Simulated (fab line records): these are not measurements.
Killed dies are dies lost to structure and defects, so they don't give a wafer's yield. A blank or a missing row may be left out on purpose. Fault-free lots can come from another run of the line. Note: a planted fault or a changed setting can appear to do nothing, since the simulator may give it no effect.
2 desks, one fault :: flow berkeleyCmos170 :: each desk has only its own numbers; what lay behind them comes last

## AT THE TOOL OWNER'S DESK: pecvd-04
The tool's own readings at UCB170_SPACER_CVD_00 (deposits SiO2 from TEOS/O2, target thk 376 nm, time 47 s): means of the sampled wafers that have a number, for each lot that ran on this tool. The brackets show how far a lot's mean lies from the usual mean; more than 4 standard deviations puts the lot out of limits, marked OUT.
Columns: A = heaterPowerW at UCB170_SPACER_CVD_00, usual 281 W; B = pressureMtorr at UCB170_SPACER_CVD_00, usual 9000 mTorr; C = rfFwdPowerW at UCB170_SPACER_CVD_00, usual 544.1 W
lot: L590
first seen here: day 9 09:24
A: 271
B: 8994
C: 546.5

lot: L589
first seen here: day 9 09:35
A: 306
B: 9013
C: 483.1 (-23) OUT

lot: L595
first seen here: day 10 07:04
A: 281
B: 9009
C: 522.4 (-8.3) OUT
This desk's finding: out of limits on L589, L595; first on L589, day 9 09:35 (rfFwdPowerW at UCB170_SPACER_CVD_00). L590: within limits.

## METROLOGY DESK
Lot by lot, what the gauges showed, no matter which tool ran the lot: averages of those sampled wafers that carry a number. The brackets show how far a lot's mean lies from the usual mean; more than 4 standard deviations puts the lot out of limits, marked OUT.
Columns: A = cdNm at UCB170_NLDD_CD_MEAS_06, usual 1199.7 nm; B = NLDD_OVL at UCB170_NLDD_OVL_MEAS_07, usual 3 nm; C = NLDD_TW at UCB170_NLDD_TW_MEAS_11, usual 2229; D = SPACER_TEOS_THK at UCB170_SPACER_THK_MEAS_01, usual 375 nm
lot: L584
first seen here: day 7 21:37
A: 1200.4
B: -2
C: 2244
D: 377

lot: L590
first seen here: day 9 08:26
A: 1199.1
B: -3
C: 2246
D: 376

lot: L589
first seen here: day 9 08:47
A: 1199.2
B: 5
C: 2259
D: 363

lot: L595
first seen here: day 10 06:15
A: 1199.9
B: 10
C: 2204
D: 375

lot: L600
first seen here: day 10 18:44
A: 1199.6
B: -4
C: 2244
D: 368

lot: L599
first seen here: day 10 19:14
A: 1200.5
B: 11
C: 2200
D: 379
Finding of this desk: none of the 6 lots has anything out of limits.

## TAKEN TOGETHER
At day 9 09:35, on L589, L595, the tool owner's desk was in a position to raise an alarm.
From the metrology desk's view, nothing was out of limits.
The metrology desk has L589, L595 on record, within its limits.
The lots listed all ran UCB170_SPACER_CVD_00 on pecvd-04.

## WHAT THE SIMULATOR PUT IN
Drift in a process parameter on pecvd-04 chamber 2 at UCB170_SPACER_CVD_00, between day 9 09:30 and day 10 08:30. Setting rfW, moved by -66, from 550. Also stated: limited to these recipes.
Shown lots that were struck: L589, L595.
Time in hours from fault onset to the first out-of-limits reading at each desk: the tool owner's desk, 0.
